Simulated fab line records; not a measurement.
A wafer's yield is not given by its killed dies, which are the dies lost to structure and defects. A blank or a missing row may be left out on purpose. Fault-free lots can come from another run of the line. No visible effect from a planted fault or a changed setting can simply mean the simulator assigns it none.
fab line records ; flow rit-cmos
record lots=6; wafers=18; last-day=7
route steps=202 shown GATE@94 REOX@98 NLDD@103
lots with no fault: from the same line, run without faults
start-h: the number of hours between the record's first day and the start of the first shown wafer of the lot ; wait-h: hours elapsed since this lot's preceding step ; " identical to the entry in the row above ; L1.1+2: a row that stands for several wafers ; - no value, or no start given ; * or withheld: withheld ; < > ~ a bound
route shown NAME@n: NAME is a module with steps in the file, n the number in the route of the first one ; usual: the fault-free wafers' mean and standard deviation ; same: alike in all rows ; chamber/n: place in a boat ; sites: each site's reading ; _std_site: how widely they spread, as a standard deviation ; _edge_site: mean of outer sites minus mean of inner sites ; radius-mm: how far each site lies from the wafer's centre ; mask NAME#n: copy n ; behind: the tool/chamber that last shaped the wafer ; hold: why the lot went on hold/how many hours it stayed there/how the hold came to an end ; device: the transistor (n, p or np) that didn't switch ; end of line: the same wafers' tests at the end of the route ; where a step has no rows: the recipe by itself ; killed: the dies lost at the first sort to structure and to defects; this is not the yield of the wafer ; map: shows each die of a wafer: x if killed, . if not, _ if none is there
set.NAME: the setting the step ran with; set.NAME@STEP: the setting that earlier step ran with ; model.NAME: the simulator's own value behind a step, which no gauge read
a table for each step, a row for each wafer; lots at some steps of the route
services: from which hour (start-h, from the record's first day; less than 0 if before it) a tool's chamber was out of use, for how many hours, and why
## steps
# step RIT_GATE_HARDBAKE_18
# recipe resist=NOVOLAK; temp-c=140; time-s=60
# step RIT_GATE_ETCH_19
# recipe chemistry=SF6/CHF3/O2; time-s=165; SF6_flow_sccm=30; CHF3_flow_sccm=30; O2_flow_sccm=5; target=poly-Si; pressure-mtorr=40; rf-w=160; target-depth-a=3125; over-etch-frac=0.25; stop-on=SiO2
# usual CHF3_flow_sccm=30.01/0.095; drypump-motor-current-A=5.8/0.47; oes-product-au=0.850/0.013; throttle-valve-pct=10.29/0.19
lot.wafer;tool;chamber;start-h;wait-h;CHF3_flow_sccm;drypump-motor-current-A;oes-product-au;rf-hours-counter-h;throttle-valve-pct
L197.2;rie-si-02;2;50.87;0.1;29.88;5.4;0.858;28;10.28
L197.3;rie-si-02;1;50.87;0.1;29.86;5.3;0.854;26;10.00
L197.5;rie-si-02;2;50.87;0.1;29.96;5.5;0.847;-;10.27
L201.1;rie-si-02;0;71.63;0.1;30.01;5.7;0.849;19;10.08
L201.3;rie-si-02;3;71.63;0.1;30.10;6.2;0.850;145;10.44
L201.4;rie-si-02;1;71.63;0.1;29.92;5.3;0.843;26;9.97
L202.2;rie-si-01;1;76.56;0.1;30.03;5.9;0.858;2;10.24
L202.5;rie-si-01;3;76.56;0.1;29.99;6.4;0.841;-;10.55
L202.6;rie-si-01;2;76.56;0.1;30.05;5.3;0.823;-;10.50
L209.4;rie-si-02;1;111.27;0.1;30.15;5.3;0.837;27;9.96
L209.5;rie-si-02;0;111.27;0.1;29.93;5.7;0.831;-;10.08
L209.6;rie-si-02;1;111.27;0.1;30.21;5.3;0.846;-;9.99
L211.1;rie-si-02;2;124.15;0.1;29.91;5.5;0.859;28;10.26
L211.3;rie-si-02;1;124.15;0.1;30.06;5.3;0.855;27;9.98
L211.5;rie-si-02;0;124.15;0.1;29.83;5.7;0.836;-;10.08
L215.2;rie-si-02;1;141.26;0.1;30.13;5.3;0.868;27;9.97
L215.4;rie-si-02;2;141.26;0.1;29.98;5.5;0.872;-;10.27
L215.5;rie-si-02;0;141.26;0.1;30.11;5.7;0.841;-;10.08
# step RIT_GATE_STRIP_20
# recipe chemistry=O2; time-s=180; resist=NOVOLAK; platen-temp-c=withheld; power-w=500; pressure-mtorr=4000; o2-flow-sccm=4000
# usual drypump-motor-current-A=5.8/0.44
lot.wafer;tool;chamber;start-h;wait-h;drypump-motor-current-A;rf-hours-counter-h
L197.2;plasma-asher-01;1;50.97;0.1;5.2;38
L197.3;plasma-asher-01;0;50.97;0.1;6.2;-
L197.5;plasma-asher-01;1;50.97;0.1;5.3;-
L201.1;plasma-asher-01;0;71.74;0.1;6.2;40
L201.3;plasma-asher-01;0;71.74;0.1;6.2;-
L201.4;plasma-asher-01;1;71.74;0.1;5.2;-
L202.2;plasma-asher-04;1;76.67;0.1;5.3;44
L202.5;plasma-asher-04;1;76.67;0.1;5.3;-
L202.6;plasma-asher-04;0;76.67;0.1;6.3;-
L209.4;plasma-asher-04;0;111.44;0.1;6.2;-
L209.5;plasma-asher-04;0;111.44;0.1;6.3;-
L209.6;plasma-asher-04;1;111.44;0.1;5.3;-
L211.1;plasma-asher-01;1;124.26;0.1;5.2;1
L211.3;plasma-asher-01;1;124.26;0.1;5.3;-
L211.5;plasma-asher-01;1;124.26;0.1;5.2;-
L215.2;plasma-asher-04;1;141.37;0.1;5.3;50
L215.4;plasma-asher-04;1;141.37;0.1;5.3;-
L215.5;plasma-asher-04;1;141.37;0.1;5.3;-
# step RIT_GATE_CD_MEAS_90
# recipe target-cd-nm=150
# usual cd-nm=148.7/2.5
lot.wafer;tool;chamber;start-h;wait-h;cd-nm
L197.2;cd-sem-02;-;51.17;0.1;148.7
L197.3;cd-sem-02;-;51.17;0.1;146.3
L197.5;cd-sem-02;-;51.17;0.1;147.1
L201.1;cd-sem-01;-;71.92;0.1;144.6
L201.3;cd-sem-01;-;71.92;0.1;145.7
L201.4;cd-sem-01;-;71.92;0.1;146.8
L202.2;cd-sem-02;-;76.86;0.1;149.9
L202.5;cd-sem-02;-;76.86;0.1;148.4
L202.6;cd-sem-02;-;76.86;0.1;148.2
L209.4;cd-sem-01;-;111.61;0.1;148.6
L209.5;cd-sem-01;-;111.61;0.1;149.2
L209.6;cd-sem-01;-;111.61;0.1;150.6
L211.1;cd-sem-01;-;124.43;0.1;149.7
L211.3;cd-sem-01;-;124.43;0.1;148.9
L211.5;cd-sem-01;-;124.43;0.1;148.7
L215.2;cd-sem-01;-;141.56;0.1;147.7
L215.4;cd-sem-01;-;141.56;0.1;145.9
L215.5;cd-sem-01;-;141.56;0.1;147.9
# step RIT_REOX_CLEAN_00
# recipe chemistry=SC1; mix=3:3:50; time-s=600; temp-c=75
# step RIT_REOX_CLEAN_01
# recipe chemistry=dHF; dilution=50:1; time-s=30
# step RIT_REOX_CLEAN_02
# recipe chemistry=SC2; mix=3:3:50; time-s=600; temp-c=75; dry=n2-spin
# step RIT_REOX_OXIDATION_03
# recipe temp-c=900; ambient=O2; target-thk-a=252; ox-time-s=5580
# step RIT_REOX_THK_MEAS_04
# recipe reads=SiO2_of_REOX_OXIDATION_03
# usual REOX_OXIDE_THK=25.1/0.47
lot.wafer;tool;chamber;start-h;wait-h;REOX_OXIDE_THK[nm]
L197.2;film-metro-03;-;54.38;0.0;25.3
L197.3;film-metro-03;-;54.38;0.0;25.6
L197.5;film-metro-03;-;54.38;0.0;25.3
L201.1;film-metro-04;-;74.99;0.0;25.5
L201.3;film-metro-04;-;74.99;0.0;24.6
L201.4;film-metro-04;-;74.99;0.0;24.8
L202.2;film-metro-03;-;80.74;0.0;25.1
L202.5;film-metro-03;-;80.74;0.0;25.2
L202.6;film-metro-03;-;80.74;0.0;25.2
L209.4;film-metro-03;-;114.65;0.0;25.9
L209.5;film-metro-03;-;114.65;0.0;25.6
L209.6;film-metro-03;-;114.65;0.0;25.7
L211.1;film-metro-03;-;127.47;0.0;24.9
L211.3;film-metro-03;-;127.47;0.0;24.8
L211.5;film-metro-03;-;127.47;0.0;25.1
L215.2;film-metro-03;-;144.79;0.0;25.0
L215.4;film-metro-03;-;144.79;0.0;25.4
L215.5;film-metro-03;-;144.79;0.0;24.8
# step RIT_NLDD_HMDS_00
# recipe prime-time-s=60; prime-temp-c=140
# step RIT_NLDD_COAT_01
# recipe resist=NOVOLAK; spin-rpm=3250; resist-thk-nm=1000
# step RIT_NLDD_SOFTBAKE_02
# recipe resist=NOVOLAK; temp-c=90; time-s=60
# step RIT_NLDD_EXPOSE_03
# recipe mask-id=M7; na=0.57; target-cd-nm=40700; dose-mj=250
# usual exposure-dose-mJ-cm2=249.93/0.24; focus-offset-nm=-0.1/0.46
lot.wafer;tool;chamber;start-h;wait-h;mask;exposure-dose-mJ-cm2;focus-offset-nm
L197.2;iline-stepper-02;0;54.90;0.1;M7#0;250.03;0.0
L197.3;iline-stepper-02;0;54.90;0.1;M7#0;249.81;0.0
L197.5;iline-stepper-02;0;54.90;0.1;M7#0;250.09;-0.4
L201.1;iline-stepper-02;-;75.50;0.1;M7#0;-;-
L201.3;iline-stepper-02;-;75.50;0.1;M7#0;-;-
L201.4;iline-stepper-02;-;75.50;0.1;M7#0;-;-
L202.2;iline-stepper-01;-;81.49;0.2;M7#0;-;-
L202.5;iline-stepper-01;-;81.49;0.2;M7#0;-;-
L202.6;iline-stepper-01;-;81.49;0.2;M7#0;-;-
L209.4;iline-stepper-01;0;115.19;0.1;M7#0;250.32;0.5
L209.5;iline-stepper-01;0;115.19;0.1;M7#0;250.20;-0.7
L209.6;iline-stepper-01;0;115.19;0.1;M7#0;249.93;0.4
L211.1;iline-stepper-01;0;127.98;0.1;M7#0;249.93;0.5
L211.3;iline-stepper-01;0;127.98;0.1;M7#0;249.79;-0.3
L211.5;iline-stepper-01;0;127.98;0.1;M7#0;250.09;0.1
L215.2;iline-stepper-02;0;145.31;0.1;M7#0;249.62;1.3
L215.4;iline-stepper-02;0;145.31;0.1;M7#0;249.62;0.2
L215.5;iline-stepper-02;0;145.31;0.1;M7#0;250.12;-0.7
# step RIT_NLDD_PEB_04
# recipe resist=NOVOLAK; temp-c=withheld; time-s=withheld
## services
tool;chamber;start-h;hours;kind
iline-stepper-01;0;37.47;-;calibration
plasma-asher-04;-;40.20;13.1;repair
plasma-asher-04;-;83.19;3.2;repair
iline-stepper-02;0;94.44;-;calibration
plasma-asher-01;-;108.75;9.0;pm
plasma-asher-01;0;108.75;9.0;vent-cycle
plasma-asher-01;1;108.75;9.0;vent-cycle
plasma-asher-01;0;117.75;-;clean
plasma-asher-01;1;117.75;-;clean
rie-si-02;2;122.05;1.1;repair
rie-si-01;3;122.60;12.7;repair
rie-si-02;3;132.47;-;clean
rie-si-02;3;132.47;24.4;scheduled-down
rie-si-02;3;132.47;24.4;vent-cycle
plasma-asher-04;-;139.44;1.2;repair
## key
first-sign step=RIT_NLDD_EXPOSE_03; reading=tool-record; direction=missing
effect none on later readings
met-at RIT_NLDD_EXPOSE_03
struck-wafers L201.1,L201.3,L201.4,L202.2,L202.5,L202.6
sort-left-out L201.1,L201.3,L201.4,L202.2,L202.5,L202.6
tester-left-out L201,L202
onset-between 54.90 75.50
fault kind=skipped-step-whole; tool=iline-stepper-01,iline-stepper-02; chamber=-; onset-h=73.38; steps=RIT_NLDD_EXPOSE_03; scope=struck-lots-only
# tester-left-out: of these lots the tester's yield and bins aren't shown, on N5 and GAA mostly nor the transistor test; their killed dies are dies lost to structure and defects alone, not to doping, threshold or leakage, so they don't give the yield
# sort-left-out: the simulated sort isn't trusted on such a fault, so these wafers' sort isn't shown, and their yield isn't known
